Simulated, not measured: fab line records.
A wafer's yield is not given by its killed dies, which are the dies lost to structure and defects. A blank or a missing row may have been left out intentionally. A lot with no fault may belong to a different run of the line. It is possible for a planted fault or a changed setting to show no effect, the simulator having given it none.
fab line records -- flow rit-cmos
[record] lots = 6, wafers = 18, last-day = 7
route steps=202 shown SILICIDE@167 CONTACT@168 M1@202
lots untouched by any fault: they come from a run of this same line in which no faults occurred
start-h: the number of hours between the record's first day and the start of the first shown wafer of the lot -- wait-h: time in hours since the lot's previous step -- " identical to the entry in the row above -- L1.1+2: a row that stands for several wafers -- - no value present, or no start provided -- * or withheld: withheld -- < > ~ a bound
route shown NAME@n: a module of which the file shows steps, and the number in the route of the first -- usual: mean/standard deviation of fault-free wafers -- same: alike in all rows -- chamber/n: place in a boat -- sites: readings site by site -- _std_site: how widely they spread, as a standard deviation -- _edge_site: mean of outer sites minus mean of inner sites -- radius-mm: how far each site lies from the wafer's centre -- mask NAME#n: copy n -- behind: tool/chamber where the wafer was last shaped -- hold: why the lot went on hold/how many hours it stayed there/how the hold came to an end -- device: transistor that didn't switch, given as n, p or np -- end of line: the route-end tests of the same wafers -- for a step that has no rows: nothing shown but its recipe -- killed: dies lost to structure and defects at the first sort, not the wafer's yield -- map: a wafer's dies, marking killed ones x, the rest . and places with no die _
set.NAME: setting as actually run; set.NAME@STEP: the setting as run at that earlier step -- model.NAME: the simulator's own value behind a step, which no gauge read
lots seen at some steps along the route; tables by step, rows by wafer
services: from which hour (start-h, from the record's first day; less than 0 if before it) a tool's chamber was out of use, for how many hours, and why
[[steps]]
[step RIT_SILICIDE_RTA_06]
[recipe] temp-c = 750, time-s = 10, idle-temp-c = 25, ramp-up-s = 5, ramp-down-s = 10, cool-to-c = 25, ambient = N2
[usual] wafer_temp_C_max = 753.2/0.69
lot.wafer,tool,chamber,start-h,wait-h,wafer_temp_C_max
L714.1,rtp-anneal-02,0,67.75,0.0,752.9
L714.2,rtp-anneal-02,0,67.75,0.0,753.7
L714.3,rtp-anneal-02,0,67.75,0.0,754.8
L717.1,rtp-anneal-01,0,80.85,0.0,752.9
L717.3,rtp-anneal-01,0,80.85,0.0,753.1
L717.4,rtp-anneal-01,0,80.85,0.0,752.7
L720.1,rtp-anneal-02,0,96.70,0.0,753.2
L720.2,rtp-anneal-02,0,96.70,0.0,753.8
L720.4,rtp-anneal-02,0,96.70,0.0,753.5
L729.2,rtp-anneal-01,0,140.44,0.0,753.2
L729.3,rtp-anneal-01,0,140.44,0.0,754.1
L729.4,rtp-anneal-01,0,140.44,0.0,752.4
L730.3,rtp-anneal-02,0,146.97,0.0,753.1
L730.4,rtp-anneal-02,0,146.97,0.0,753.3
L730.6,rtp-anneal-02,0,146.97,0.0,754.0
L731.3,rtp-anneal-01,0,152.15,0.0,752.5
L731.5,rtp-anneal-01,0,152.15,0.0,753.8
L731.6,rtp-anneal-01,0,152.15,0.0,753.1
[step RIT_CONTACT_CVD_00]
[recipe] material = SiO2, target-thk-nm = 400, precursor = TEOS, temp-c = 390, time-s = 61, rf-w = 413.5
[usual] heater-power-w = 305/57
lot.wafer,tool,chamber,start-h,wait-h,heater-power-w
L714.1,pecvd-02,1,67.82,0.1,283
L714.2,pecvd-02,2,67.82,0.1,286
L714.3,pecvd-02,0,67.82,0.1,249
L717.1,pecvd-02,1,80.92,0.1,319
L717.3,pecvd-02,0,80.92,0.1,309
L717.4,pecvd-02,0,80.92,0.1,314
L720.1,pecvd-02,1,96.77,0.1,368
L720.2,pecvd-02,2,96.77,0.1,237
L720.4,pecvd-02,2,96.77,0.1,252
L729.2,pecvd-02,2,140.50,0.0,234
L729.3,pecvd-02,0,140.50,0.0,240
L729.4,pecvd-02,1,140.50,0.0,366
L730.3,pecvd-04,0,147.02,0.0,323
L730.4,pecvd-04,1,147.02,0.0,268
L730.6,pecvd-04,0,147.02,0.0,337
L731.3,pecvd-03,2,152.19,0.0,203
L731.5,pecvd-03,0,152.19,0.0,391
L731.6,pecvd-03,2,152.19,0.0,231
[step RIT_CONTACT_THK_MEAS_01]
[recipe] reads = SiO2_of_CONTACT_CVD_00
[usual] CONTACT_TEOS_THK = 404/4.8
lot.wafer,tool,chamber,start-h,wait-h,CONTACT_TEOS_THK[nm]
L714.1,film-metro-04,-,67.87,0.0,403
L714.2,film-metro-04,-,67.87,0.0,403
L714.3,film-metro-04,-,67.87,0.0,398
L717.1,film-metro-04,-,80.97,0.0,400
L717.3,film-metro-04,-,80.97,0.0,395
L717.4,film-metro-04,-,80.97,0.0,403
L720.1,film-metro-03,-,96.82,0.0,402
L720.2,film-metro-03,-,96.82,0.0,400
L720.4,film-metro-03,-,96.82,0.0,404
L729.2,film-metro-04,-,140.56,0.0,400
L729.3,film-metro-04,-,140.56,0.0,396
L729.4,film-metro-04,-,140.56,0.0,408
L730.3,film-metro-04,-,147.09,0.0,408
L730.4,film-metro-04,-,147.09,0.0,408
L730.6,film-metro-04,-,147.09,0.0,415
L731.3,film-metro-03,-,152.26,0.0,398
L731.5,film-metro-03,-,152.26,0.0,404
L731.6,film-metro-03,-,152.26,0.0,405
[step RIT_CONTACT_HMDS_02]
[recipe] prime-time-s = 60, prime-temp-c = 140
[step RIT_CONTACT_COAT_03]
[recipe] resist = NOVOLAK, spin-rpm = 3250, resist-thk-nm = 1000
[step RIT_CONTACT_SOFTBAKE_04]
[recipe] resist = NOVOLAK, temp-c = 90, time-s = 60
[step RIT_CONTACT_EXPOSE_05]
[recipe] mask-id = M11, na = 0.6, source-shape = conventional, sigma-outer = 0.5, target-cd-nm = 1000, dose-mj = 250
[step RIT_CONTACT_PEB_06]
[recipe] resist = NOVOLAK, temp-c = withheld, time-s = withheld
[step RIT_CONTACT_DEVELOP_07]
[recipe] resist = NOVOLAK, develop-time-s = 120, dev-temp-c = 23
[step RIT_CONTACT_CD_MEAS_08]
[recipe] target-cd-nm = 1000
[usual] cd-nm = 999.4/2.4
lot.wafer,tool,chamber,start-h,wait-h,cd-nm
L714.1,cd-sem-02,-,68.90,-,1002.4
L714.2,cd-sem-02,-,68.90,-,1003.0
L714.3,cd-sem-02,-,68.90,-,1000.6
L717.1,cd-sem-01,-,82.14,-,1000.5
L717.3,cd-sem-01,-,82.14,-,1000.7
L717.4,cd-sem-01,-,82.14,-,1000.3
L720.1,cd-sem-01,-,97.85,-,995.0
L720.2,cd-sem-01,-,97.85,-,995.2
L720.4,cd-sem-01,-,97.85,-,995.7
L729.2,cd-sem-02,-,141.60,-,998.1
L729.3,cd-sem-02,-,141.60,-,998.4
L729.4,cd-sem-02,-,141.60,-,999.7
L730.3,cd-sem-01,-,148.13,-,999.9
L730.4,cd-sem-01,-,148.13,-,999.1
L730.6,cd-sem-01,-,148.13,-,1000.8
L731.3,cd-sem-01,-,153.44,-,1000.0
L731.5,cd-sem-01,-,153.44,-,999.0
L731.6,cd-sem-01,-,153.44,-,998.6
[step RIT_CONTACT_OVL_MEAS_09]
[usual] CONTACT_OVL = -1.6/1.3
lot.wafer,tool,chamber,start-h,wait-h,CONTACT_OVL[nm]
L714.1,overlay-01,-,69.02,0.1,-1.5
L714.2,overlay-01,-,69.02,0.1,0.7
L714.3,overlay-01,-,69.02,0.1,-0.2
L717.1,overlay-02,-,82.26,0.1,-0.9
L717.3,overlay-02,-,82.26,0.1,-1.6
L717.4,overlay-02,-,82.26,0.1,-1.9
L720.1,overlay-01,-,97.97,0.1,-1.9
L720.2,overlay-01,-,97.97,0.1,-2.0
L720.4,overlay-01,-,97.97,0.1,-1.7
L729.2,overlay-01,-,141.70,0.1,-2.7
L729.3,overlay-01,-,141.70,0.1,-1.4
L729.4,overlay-01,-,141.70,0.1,-3.3
L730.3,overlay-02,-,148.23,0.1,-3.8
L730.4,overlay-02,-,148.23,0.1,-2.4
L730.6,overlay-02,-,148.23,0.1,-1.0
L731.3,overlay-01,-,153.53,0.1,-3.5
L731.5,overlay-01,-,153.53,0.1,-2.3
L731.6,overlay-01,-,153.53,0.1,-2.1
[step RIT_CONTACT_HARDBAKE_10]
[recipe] resist = NOVOLAK, temp-c = 140, time-s = 60
[step RIT_CONTACT_ETCH_11]
[recipe] target-depth-a = 4800, over-etch-frac = 0.2, stop-on = TiSi2, chemistry = CHF3/CF4/Ar, target = SiO2, CHF3_flow_sccm = 50, cf4-flow-sccm = 10, Ar_flow_sccm = 100, O2_flow_sccm = 5, pressure-mtorr = 100, rf-w = 200, time-s = 320
[usual] drypump-motor-current-A = 5.6/0.44, oes-product-au = 0.994/0.018, over-etch-frac = 0.2/0, throttle-valve-pct = 8.91/0.13
lot.wafer,tool,chamber,start-h,wait-h,drypump-motor-current-A,oes-product-au,over-etch-frac,rf-hours-counter-h,throttle-valve-pct,model.NOVOLAK_of_CONTACT_COAT_03.thk-nm
L714.1,rie-diel-03,1,69.20,0.1,5.5,1.015,0.2,89,8.79,767.9
L714.2,rie-diel-03,3,69.20,0.1,5.6,0.990,0.2,78,8.96,775.4
L714.3,rie-diel-03,2,69.20,0.1,6.0,1.007,0.2,8,9.07,766.4
L717.1,rie-diel-03,1,82.45,0.1,5.5,1.014,0.2,89,8.80,770.2
L717.3,rie-diel-03,2,82.45,0.1,6.0,1.008,0.2,9,9.04,768.2
L717.4,rie-diel-03,0,82.45,0.1,5.5,0.968,0.2,1,8.81,765.3
L720.1,rie-diel-03,3,98.15,0.1,5.6,0.986,0.2,79,8.96,775.6
L720.2,rie-diel-03,0,98.15,0.1,5.5,0.970,0.2,2,8.81,769.5
L720.4,rie-diel-03,1,98.15,0.1,5.5,1.020,0.2,89,8.79,773.6
L729.2,rie-diel-03,2,141.88,0.1,6.0,0.997,0.36848,10,9.04,754.3
L729.3,rie-diel-03,1,141.88,0.1,5.5,1.014,0.2,90,8.78,769.5
L729.4,rie-diel-03,0,141.88,0.1,5.5,0.976,0.2,3,8.81,767.6
L730.3,rie-diel-03,2,148.40,0.1,6.0,1.003,0.36848,10,9.06,752.9
L730.4,rie-diel-03,2,148.40,0.1,6.0,0.994,0.36848,-,9.05,753.4
L730.6,rie-diel-03,1,148.40,0.1,5.5,1.013,0.2,-,8.76,769.5
L731.3,rie-diel-01,0,153.70,0.1,5.9,1.019,0.2,112,9.01,763
L731.5,rie-diel-01,3,153.70,0.1,4.8,0.977,0.2,-,8.99,767.3
L731.6,rie-diel-01,2,153.70,0.1,5.6,1.013,0.2,-,8.95,767.7
[step RIT_CONTACT_STRIP_12]
[recipe] chemistry = O2, time-s = 180, resist = NOVOLAK, platen-temp-c = withheld, power-w = 500, pressure-mtorr = 4000, o2-flow-sccm = 4000
[usual] drypump-motor-current-A = 5.7/0.42
lot.wafer,tool,chamber,start-h,wait-h,drypump-motor-current-A,rf-hours-counter-h
L714.1,plasma-asher-01,0,69.40,0.1,6.0,44
L714.2,plasma-asher-01,1,69.40,0.1,6.1,44
L714.3,plasma-asher-01,1,69.40,0.1,6.0,-
L717.1,plasma-asher-01,0,82.64,0.1,5.9,46
L717.3,plasma-asher-01,1,82.64,0.1,6.1,-
L717.4,plasma-asher-01,0,82.64,0.1,5.9,-
L720.1,plasma-asher-03,1,98.35,0.1,5.4,40
L720.2,plasma-asher-03,0,98.35,0.1,5.4,40
L720.4,plasma-asher-03,0,98.35,0.1,5.4,-
L729.2,plasma-asher-01,0,142.08,0.1,6.0,52
L729.3,plasma-asher-01,0,142.08,0.1,6.0,-
L729.4,plasma-asher-01,1,142.08,0.1,6.1,-
L730.3,plasma-asher-03,1,148.65,0.2,5.4,-
L730.4,plasma-asher-03,0,148.65,0.2,5.4,-
L730.6,plasma-asher-03,1,148.65,0.2,5.4,-
L731.3,plasma-asher-01,1,153.95,0.2,6.0,-
L731.5,plasma-asher-01,0,153.95,0.2,5.9,-
L731.6,plasma-asher-01,1,153.95,0.2,6.0,-
[step RIT_M1_PROBE_99]
[usual] killed-at-contacts = 0.0/0.2, killed-at-front-end = 7/3.1, killed-dies = 7/3.1, killed-open = 3.5/1.9, killed-short = 3.6/2.1
[same] gross-dies = 264, killed_at_M0_to_M3 = 0, killed_at_M4_up = 0, killed-at-back-side = 0, killed-at-other = 0
lot.wafer,tool,chamber,start-h,wait-h,killed-at-contacts,killed-at-front-end,killed-dies,killed-open,killed-short,model.etest.nmos_0p15.junction-log10-a-um,model.etest.nmos-narrow.off-log10-a-um,model.etest.gate-end-array.leak-log10-a-um,model.etest.nmos_0p3.off-log10-a-um,model.etest.contact-diode-array.leak-log10-a,model.etest.pmos_0p15.junction-log10-a-um,model.etest.antenna-contact.vt-shift-v
L714.1,prober-01,-,74.14,0.1,0,9,9,4,5,-13.57,-13.19,-12.92,-13.13,-9.673,-13.72,-0.01743
L714.2,prober-01,-,74.19,0.1,0,9,9,3,6,-13.48,-13.03,-12.87,-13.04,-9.428,-13.73,-0.009344
L714.3,prober-01,-,74.24,0.2,0,5,5,2,3,-13.42,-13.15,-12.73,-12.93,-9.574,-13.65,-0.006505
L717.1,prober-02,-,88.35,0.1,0,11,11,3,8,-13.55,-13.21,-12.86,-13.02,-9.499,-13.81,-0.01613
L717.3,prober-02,-,88.45,0.2,0,5,5,2,3,-13.75,-13.21,-12.93,-13.04,-9.512,-13.67,-0.01038
L717.4,prober-02,-,88.50,0.2,0,7,7,4,3,-13.55,-13.24,-12.88,-13.06,-9.394,-13.77,-0.01051
L720.1,prober-01,-,103.67,0.1,0,3,3,2,1,-13.74,-13.22,-13.01,-13.09,-9.516,-13.77,-0.009124
L720.2,prober-01,-,103.72,0.1,0,4,4,1,3,-13.81,-13.32,-12.99,-13.16,-9.381,-13.85,-0.01155
L720.4,prober-01,-,103.82,0.2,1,9,10,3,7,-13.59,-13.21,-12.99,-13.14,-9.589,-13.76,-0.01147
L729.2,prober-02,-,148.72,0.1,0,11,11,7,4,-12.97,-12.78,-12.47,-12.73,-9.455,-13.6,-0.0229
L729.3,prober-02,-,148.77,0.2,0,10,10,6,4,-13.62,-13.09,-12.76,-12.92,-9.521,-13.8,-0.01469
L729.4,prober-02,-,148.82,0.2,0,16,16,5,11,-13.69,-13.16,-12.75,-12.94,-9.398,-13.89,-0.01189
L730.3,prober-01,-,153.54,0.2,0,8,8,4,4,-13.03,-12.89,-12.69,-12.78,-9.284,-13.63,-0.02072
L730.4,prober-01,-,153.59,0.2,0,7,7,3,4,-13.05,-12.93,-12.52,-12.82,-9.43,-13.66,-0.02123
L730.6,prober-01,-,153.69,0.2,0,4,4,3,1,-13.76,-13.22,-12.85,-13.06,-9.569,-13.8,-0.01021
L731.3,prober-02,-,159.94,0.2,0,1,1,1,0,-13.45,-13.23,-13.17,-13.18,-9.472,-13.84,-0.01314
L731.5,prober-02,-,160.04,0.2,0,5,5,2,3,-13.66,-13.37,-12.86,-13.09,-9.643,-13.72,-0.01451
L731.6,prober-02,-,160.09,0.2,0,4,4,2,2,-13.65,-13.25,-13.12,-13.23,-9.737,-13.72,-0.007731
// killed by level:class
L714.1 SPACER:geometric-particle:short=2 FOX1:geometric-particle:short=1 FOX1:geometric-particle:open=1 FOX2:geometric-particle:short=1 FOX2:geometric-particle:open=1 GATE:geometric-particle:short=1 REOX:geometric-particle:open=1 SILICIDE:geometric-particle:open=1
L714.2 REOX:geometric-particle:short=2 SPACER:geometric-particle:short=2 ACTIVE:geometric-particle:open=1 FOX1:geometric-particle:short=1 GATE:geometric-particle:short=1 SPACER:geometric-particle:open=1 SILICIDE:geometric-particle:open=1
L714.3 GATE:geometric-particle:short=2 FOX2:geometric-particle:short=1 GATE:geometric-particle:open=1 SPACER:geometric-particle:open=1
L717.1 SPACER:geometric-particle:short=4 GATE:geometric-particle:short=2 GATE:geometric-particle:open=2 FOX1:geometric-particle:short=1 REOX:geometric-particle:short=1 REOX:geometric-particle:open=1
L717.3 REOX:geometric-particle:short=2 FOX1:geometric-particle:open=1 GATE:geometric-particle:open=1 SILICIDE:geometric-particle:short=1
L717.4 GATE:geometric-particle:open=2 REOX:geometric-particle:open=2 FOX2:geometric-particle:short=1 GATE:geometric-particle:short=1 SILICIDE:geometric-particle:short=1
L720.1 REOX:geometric-particle:short=1 REOX:geometric-particle:open=1 SPACER:geometric-particle:open=1
L720.2 SPACER:geometric-particle:short=2 GATE:geometric-particle:open=1 SILICIDE:geometric-particle:short=1
L720.4 REOX:geometric-particle:short=4 REOX:geometric-particle:open=2 FOX1:geometric-particle:short=1 GATE:geometric-particle:short=1 SPACER:geometric-particle:short=1 CONTACT:geometric-particle:open=1
L729.2 REOX:geometric-particle:open=3 GATE:geometric-particle:open=2 SPACER:geometric-particle:short=2 SILICIDE:geometric-particle:open=2 GATE:geometric-particle:short=1 REOX:geometric-particle:short=1
L729.3 GATE:geometric-particle:short=3 GATE:geometric-particle:open=2 SPACER:geometric-particle:open=2 SILICIDE:geometric-particle:open=2 FOX1:geometric-particle:short=1
L729.4 GATE:geometric-particle:short=7 REOX:geometric-particle:open=3 GATE:geometric-particle:open=2 REOX:geometric-particle:short=2 SPACER:geometric-particle:short=1 SILICIDE:geometric-particle:short=1
L730.3 SPACER:geometric-particle:short=3 SILICIDE:geometric-particle:open=3 FOX2:geometric-particle:short=1 GATE:geometric-particle:open=1
L730.4 REOX:geometric-particle:open=3 GATE:geometric-particle:short=2 REOX:geometric-particle:short=1 SILICIDE:geometric-particle:short=1
L730.6 REOX:geometric-particle:open=2 FOX2:geometric-particle:open=1 REOX:geometric-particle:short=1
L731.3 FOX1:geometric-particle:open=1
L731.5 FOX1:geometric-particle:open=1 FOX2:geometric-particle:short=1 GATE:geometric-particle:short=1 GATE:geometric-particle:open=1 SPACER:geometric-particle:short=1
L731.6 GATE:geometric-particle:open=2 GATE:geometric-particle:short=1 REOX:geometric-particle:short=1
[[services]]
tool,chamber,start-h,hours,kind
rie-diel-03,2,56.03,2.7,repair
plasma-asher-01,-,60.14,2.8,pm
plasma-asher-03,-,79.26,1.9,repair
rie-diel-03,0,84.88,4.8,repair
pecvd-03,2,96.48,7.6,repair
rie-diel-01,-,104.43,27.2,repair
plasma-asher-03,-,108.75,9.0,pm
plasma-asher-03,0,108.75,9.0,vent-cycle
plasma-asher-03,1,108.75,9.0,vent-cycle
pecvd-02,-,117.14,1.2,repair
plasma-asher-03,0,117.75,-,clean
plasma-asher-03,1,117.75,-,clean
pecvd-03,-,124.83,1.0,repair
pecvd-04,0,126.18,8.3,repair
plasma-asher-03,-,133.45,1.9,repair
rtp-anneal-01,-,142.21,6.5,pm
rie-diel-01,0,145.67,4.8,repair
rie-diel-03,0,146.75,5.9,repair
rie-diel-01,1,151.97,3.9,repair
[[key]]
[first-sign] step = RIT_CONTACT_ETCH_11, reading = over-etch-frac, direction = up, sigmas = 99+, usual = 0.2, struck = 0.36848
effect none on later readings
[model-effect] step = RIT_CONTACT_ETCH_11, value = NOVOLAK_of_CONTACT_COAT_03.thk-nm, without = 769.8, struck = 753.5
[model-effect] step = RIT_M1_PROBE_99, value = etest.nmos_0p15.junction-log10-a-um, without = -13.68, struck = -13.02
met-at RIT_CONTACT_ETCH_11
struck-wafers L729.2,L730.3,L730.4
tester-left-out L729,L730
onset-between 82.45 141.88
[fault] kind = process-parameter-drift, tool = rie-diel-03, chamber = 2, onset-h = 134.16, steps = RIT_CONTACT_ETCH_11, channel = over-etch-frac, offset = 0.16848, shape = step, end-h = 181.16, acts-in = these-recipes-only, stated = 0.2
// tester-left-out: of these lots the tester's yield and bins aren't shown, on N5 and GAA mostly nor the transistor test; their killed dies are dies lost to structure and defects alone, not to doping, threshold or leakage, so they don't give the yield
